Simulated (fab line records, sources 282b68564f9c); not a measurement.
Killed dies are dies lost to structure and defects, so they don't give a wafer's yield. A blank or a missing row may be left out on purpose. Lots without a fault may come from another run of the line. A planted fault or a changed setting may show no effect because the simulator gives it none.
Which tool did it? | flow rit_cmos | 14 lots, 42 wafers sampled, at 2 steps of a route of 202

WHAT THE GAUGES READ, wafer by wafer
RIT_PRETRO_TW_MEAS_10. Usual: PRETRO_TW 473.6, standard deviation 2.9.
lot  | measured    | on            | PRETRO_TW                           | flag
L776 | day 2 12:32 | film_metro-02 | 475.5 473.2 477.2                   |
L777 | day 2 18:21 | film_metro-04 | 475.3 476.3 474.1                   |
L778 | day 2 22:56 | film_metro-03 | 468.7 468.2 467.3                   |
L779 | day 3 03:55 | film_metro-02 | 469.3 473.2 472.7                   |
L780 | day 3 12:32 | film_metro-03 | 471.8 473.5 469.6                   |
L781 | day 3 14:30 | film_metro-03 | 470.7 468.7 468.1                   |
L782 | day 3 18:29 | film_metro-02 | 474.7 473.8 471.0                   |
L784 | day 4 04:08 | film_metro-02 | 470.0 468.4 472.6                   |
L785 | day 4 09:25 | film_metro-04 | 478.8 478.4 477.7                   |
L786 | day 4 15:41 | film_metro-04 | 479.2 476.5 476.1                   |
L790 | day 5 12:45 | film_metro-04 | 433.7 430.5 431.0 430.8 430.3 430.4 | OFF
L791 | day 5 16:04 | film_metro-04 | 428.4 430.6 430.3 427.2 428.9 429.4 | OFF
L797 | day 6 22:36 | film_metro-04 | 473.7 471.6 474.8                   |
L798 | day 7 05:38 | film_metro-02 | 474.6 474.2 474.3                   |

WHICH TOOL RAN EACH LOT (tool, then ch and the chambers of the sampled wafers, then the start)
lot  | RIT_PRETRO_IMPLANT_08
L776 | implanter-02 ch 0, day 2 12:13
L777 | implanter-03 ch 0, day 2 18:04
L778 | implanter-02 ch 0, day 2 22:37
L779 | implanter-02 ch 0, day 3 03:35
L780 | implanter-02 ch 0, day 3 12:13
L781 | implanter-03 ch 0, day 3 14:11
L782 | implanter-02 ch 0, day 3 18:10
L784 | implanter-01 ch 0, day 4 03:50
L785 | implanter-03 ch 0, day 4 09:05
L786 | implanter-03 ch 0, day 4 15:23
L790 | implanter-01 ch 0, day 5 12:26
L791 | implanter-01 ch 0, day 5 15:46
L797 | implanter-03 ch 0, day 6 22:16
L798 | implanter-03 ch 0, day 7 05:18
- RIT_PRETRO_IMPLANT_08

WHAT THE TOOLS THEMSELVES READ (means of the sampled wafers that have a number; where no wafer has one, the mark that the record gives instead)
RIT_PRETRO_IMPLANT_08. Usual: dose_ions_cm2 1.1998e+13, standard deviation 1.4e+10; end_station_pressure_torr 5.04e-06 Torr, standard deviation 2.8e-07; faraday_current_uA 38.1, standard deviation 0.75.
lot  | tool         | dose_ions_cm2 | end_station_pressure_torr (Torr) | faraday_current_uA | flag
L776 | implanter-02 | 1.1997e+13    | 4.86e-06                         | 38.8               |
L777 | implanter-03 | 1.1988e+13    | 4.98e-06                         | 37.9               |
L778 | implanter-02 | 1.2018e+13    | 5.06e-06                         | 38.2               |
L779 | implanter-02 | 1.1990e+13    | 4.95e-06                         | 38.1               |
L780 | implanter-02 | 1.2000e+13    | 4.98e-06                         | 37.3               |
L781 | implanter-03 | 1.1991e+13    | 5.03e-06                         | 37.5               |
L782 | implanter-02 | 1.1992e+13    | 5.27e-06                         | 38.3               |
L784 | implanter-01 | 1.1982e+13    | 5.12e-06                         | 38.3               |
L785 | implanter-03 | 1.1988e+13    | 5.10e-06                         | 38.0               |
L786 | implanter-03 | 1.1998e+13    | 5.12e-06                         | 37.8               |
L790 | implanter-01 | 8.6817e+12    | 5.11e-06                         | 27.2               | OFF
L791 | implanter-01 | 8.6973e+12    | 4.89e-06                         | 27.7               | OFF
L797 | implanter-03 | 1.2010e+13    | 4.98e-06                         | 38.1               |
L798 | implanter-03 | 1.2008e+13    | 4.77e-06                         | 38.2               |

THE ANSWER, worked out from the rows above alone
Rule: a lot is off if the mean of its wafers that have a number lies more than 3 standard deviations from the usual mean. A lot without any number at a reading at which 4 lots or more have one is off too. The other lots that the step has rows for count as sound. The gauges are gone through in route order, then the tools' own readings, and for those a lot's mean is taken as printed above. The first step at which some lot is off is used, and at that step the reading that is off furthest; a lot without a number counts as furthest.
Off: L790, L791, at RIT_PRETRO_TW_MEAS_10 (PRETRO_TW).
A tool fits if, at a process step before that reading, it ran every lot that is off, and no sound lot after the first of them. The gauges at RIT_PRETRO_TW_MEAS_10 aren't tried: what is off there is off at RIT_PRETRO_IMPLANT_08 too, on other tools, and a gauge's error can't cause that. One fits: implanter-01 at RIT_PRETRO_IMPLANT_08. Its last sound lot is L784 (day 4 03:50), its first lot that is off L790 (day 5 12:26): a fault that began between those two fits.
The tool's own readings at RIT_PRETRO_IMPLANT_08 bear it out: on the lots that are off they differ by more than 5 times the standard deviation of the sound lots' means. dose_ions_cm2 reads 8.6895e+12 there against 1.1997e+13 on the sound lots; faraday_current_uA reads 27.4 there against 38.0 on the sound lots.

WHAT THE SIMULATOR HAD PUT IN
Process parameter drift: implanter-01, from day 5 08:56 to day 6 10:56, at RIT_PRETRO_IMPLANT_08. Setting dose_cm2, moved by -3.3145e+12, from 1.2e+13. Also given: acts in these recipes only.
Lots struck among those shown: L790, L791. The rule above found the same.
